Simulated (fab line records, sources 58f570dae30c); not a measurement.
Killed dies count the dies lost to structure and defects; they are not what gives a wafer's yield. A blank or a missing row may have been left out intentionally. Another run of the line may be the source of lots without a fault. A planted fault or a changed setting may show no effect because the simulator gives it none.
Code-filled problem report in 8D (eight disciplines) form + flow berkeleyCmos170 + the parts of the form that need people (team, actions taken, sign-off) are left out

== 1. PROBLEM STATEMENT ==
cdNm at UCB170_M2_CD_MEAS_15 reads a mean of 967.4 nm on 9 wafers of 3 lots; wafers without a fault read 699.9 nm with a standard deviation of 1.7. That is +99 or more standard deviations from the usual mean.
The step: target cd 700 nm.
First seen on wafer L100.3, day 12 04:19, on cdSem-01. The record holds 45 wafers of 15 lots with a number at this step. The rule behind "out" and "out of limits": a value lying over 4 standard deviations away from the usual mean. The rest of the wafers with a number are treated as sound.

== 2. WHAT IT IS AND WHAT IT IS NOT ==
| question                    | is                     | is not                                                                          |
|-----------------------------|------------------------|---------------------------------------------------------------------------------|
| which readings at this step | cdNm                   | -                                                                               |
| which lots                  | L100, L102, L999       | L101, L106, L109, L110, L987, L988, L989, L990, L992, L994, L995, L996          |
| which wafers of those lots  | all that have a number | -                                                                               |
| read on which gauges        | cdSem-01, cdSem-02     | -                                                                               |
| when                        | from day 12 04:19      | up to then (27 sound wafers); but 9 sound wafers of L106, L109, L110 came after |

== 3. THE SUSPECTS, EACH WITH WHAT RULES IT OUT ==
Counting: any tool at a process step up to the reading is kept as a suspect provided that every lot that is out went through it and no sound lot did after the first of them.
- the gauge at UCB170_M2_CD_MEAS_15 is ruled out. Those wafers that are out were read across 2 gauges (cdSem-01, cdSem-02).
- lithoTrack-03 at UCB170_M2_PEB_13: kept. Every lot that is out went through it, starting with L100 (day 12 04:04), and after that it ran no sound lot; the last sound lot it ran before then is L994 (day 11 04:24). Its own heaterPowerTotalW, plateTempC readings are out on those wafers.
Remaining after the count: lithoTrack-03 at UCB170_M2_PEB_13.

== 4. THE CAUSE (what the simulator had put in) ==
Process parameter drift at UCB170_M2_PEB_13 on lithoTrack-03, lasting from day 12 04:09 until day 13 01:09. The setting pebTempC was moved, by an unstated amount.
Counting left only this tool.

== 5. THE EFFECT CHAIN, in route order ==
Each row: a reading whose mean over the struck wafers that have a number lies more than 3 standard deviations from the usual. Only readings for which the record gives a usual standard deviation are gone through. hours: the time from each lot's start at the first step in this table that gives one to its start at this step, as a median over the lots. sigmas: the change in usual standard deviations.
| hours | step                 | reading              | usual    | on struck wafers | change | sigmas      |
|-------|----------------------|----------------------|----------|------------------|--------|-------------|
| 0     | UCB170_M2_PEB_13     | heaterPowerTotalW    | 56.80 W  | 46.12            | -10.68 | -99 or more |
| 0     | UCB170_M2_PEB_13     | plateTempC           | 129.98 C | 111.01           | -18.97 | -99 or more |
| 0     | UCB170_M2_CD_MEAS_15 | cdNm                 | 699.9 nm | 967.4            | +267.5 | +99 or more |
| 7     | UCB170_M3_PROBE_99   | defectLimitedYield   | 98.6 %   | 0.0              | -98.6  | -99 or more |
| 7     | UCB170_M3_PROBE_99   | killed_at_M0_to_M3   | 0.8      | 261.4            | +260.6 | +99 or more |
| 7     | UCB170_M3_PROBE_99   | killedDies           | 3.6      | 264.0            | +260.4 | +99 or more |
| 7     | UCB170_M3_PROBE_99   | killedOnRim          | 1.2      | 70.0             | +68.8  | +49         |
| 7     | UCB170_M3_PROBE_99   | sort_bin_3_pad_short | 0.0 %    | 98.6             | +98.6  | +99 or more |
| 7     | UCB170_M3_PROBE_99   | sortNPass            | 260.4    | 0.0              | -260.4 | -99 or more |
| 7     | UCB170_M3_PROBE_99   | sortYieldPct         | 98.6 %   | 0.0              | -98.6  | -99 or more |
It contains these process steps:
- UCB170_M2_PEB_13
- UCB170_M3_PROBE_99

== 6. HOW IT WOULD HAVE BEEN CAUGHT EARLIER ==
0 hours passed between the start of the fault at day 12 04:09 and the first reading out of limits at a measuring or inspecting step in this record, taken at day 12 04:19.
The tool's own readings at UCB170_M2_PEB_13 were out on every struck wafer that the step has a row for (heaterPowerTotalW, plateTempC): an alarm limit on them would have fired on the first of those.
Of the lots that are out (3), L102 began UCB170_M2_PEB_13 on lithoTrack-03 after day 12 04:19. A tool hold placed at that time would have kept it from harm.
